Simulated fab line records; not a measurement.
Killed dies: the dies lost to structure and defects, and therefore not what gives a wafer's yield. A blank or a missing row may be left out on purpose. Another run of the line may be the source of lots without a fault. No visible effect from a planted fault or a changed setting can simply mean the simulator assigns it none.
Struck lot and sound lot, side by side ; flow rit-cmos ; 13 steps out of a route of 202
Sound: the wafers L510.1, L510.3, L510.5. Struck: wafers L519.1, L519.2, L519.5. The cause comes at the end.
At each step with rows: each side's tool, then ch and its chambers, then its first start. Under that, the readings that differ: sound wafers ; struck wafers ; difference of the means ; sigmas: that difference in standard deviations of wafers without a fault.
alike: words and numbers the same on both sides, and readings whose means are apart by under 2 such deviations; not compared: readings that were withheld, readings missing a value for some wafer, numbers with overlapping values and no deviation given by the record, and bounds like >300 which may hide the same value.
The two part at a step that has a row with sigmas, a row that says differs or no value, or rows on one side only. Non-overlapping numbers with no deviation appear without sigmas and do not part them. A reading missing from all wafers of one side parts the sides only when that side holds two or more wafers.

RIT_NWELL_TW_MEAS_10:
  sound on film-metro-03 at day 3 17:55; struck on film-metro-01 at day 5 17:10
reading;sound;struck;difference;sigmas
NWELL_TW;2130 2115 2119;2145 2155 2153;+30;+3
then, 6 steps without rows for these wafers: RIT_PWELL_HMDS_00 (prime time 60 s); RIT_PWELL_COAT_01 (resist thk 1300 nm); RIT_PWELL_SOFTBAKE_02 (time 60 s); RIT_PWELL_EXPOSE_03 (exposes mask M3, target cd 43700 nm); RIT_PWELL_PEB_04; RIT_PWELL_DEVELOP_05 (develop time 68 s).
RIT_PWELL_OVL_MEAS_06:
  sound on overlay-02 at day 3 18:58; struck on overlay-02 at day 5 18:13
  alike: PWELL_OVL
then, 2 steps without rows for these wafers: RIT_PWELL_HARDBAKE_07 (time 120 s); RIT_PWELL_IMPLANT_08.
RIT_PWELL_STRIP_09: strips in O2, time 180 s.
  sound on plasma-asher-04 ch 1, day 3 19:25; struck on plasma-asher-03 ch 0,1, day 5 18:40
  alike: drypump-motor-current-A
  not compared: rf-hours-counter-h
RIT_PWELL_TW_MEAS_10:
  sound on film-metro-04 at day 3 19:35; struck on film-metro-01 at day 5 18:50
  alike: PWELL_TW
RIT_WELLDRIVE_ANNEAL_00: time 14700 s.
  struck on furnace-04, day 5 18:53; sound on furnace-04 ch 0, day 3 19:38
  no value came back on the struck wafers for run-length-s (s), spike-tc-centre-C (C), tube-center-temp-C (C); on the sound wafers run-length-s (s) reads 18273 18273 18273

== WHERE THEY PART ==
Earliest at RIT_NWELL_TW_MEAS_10; latest, in this record, at RIT_WELLDRIVE_ANNEAL_00.

WHY: the cause the simulator had injected
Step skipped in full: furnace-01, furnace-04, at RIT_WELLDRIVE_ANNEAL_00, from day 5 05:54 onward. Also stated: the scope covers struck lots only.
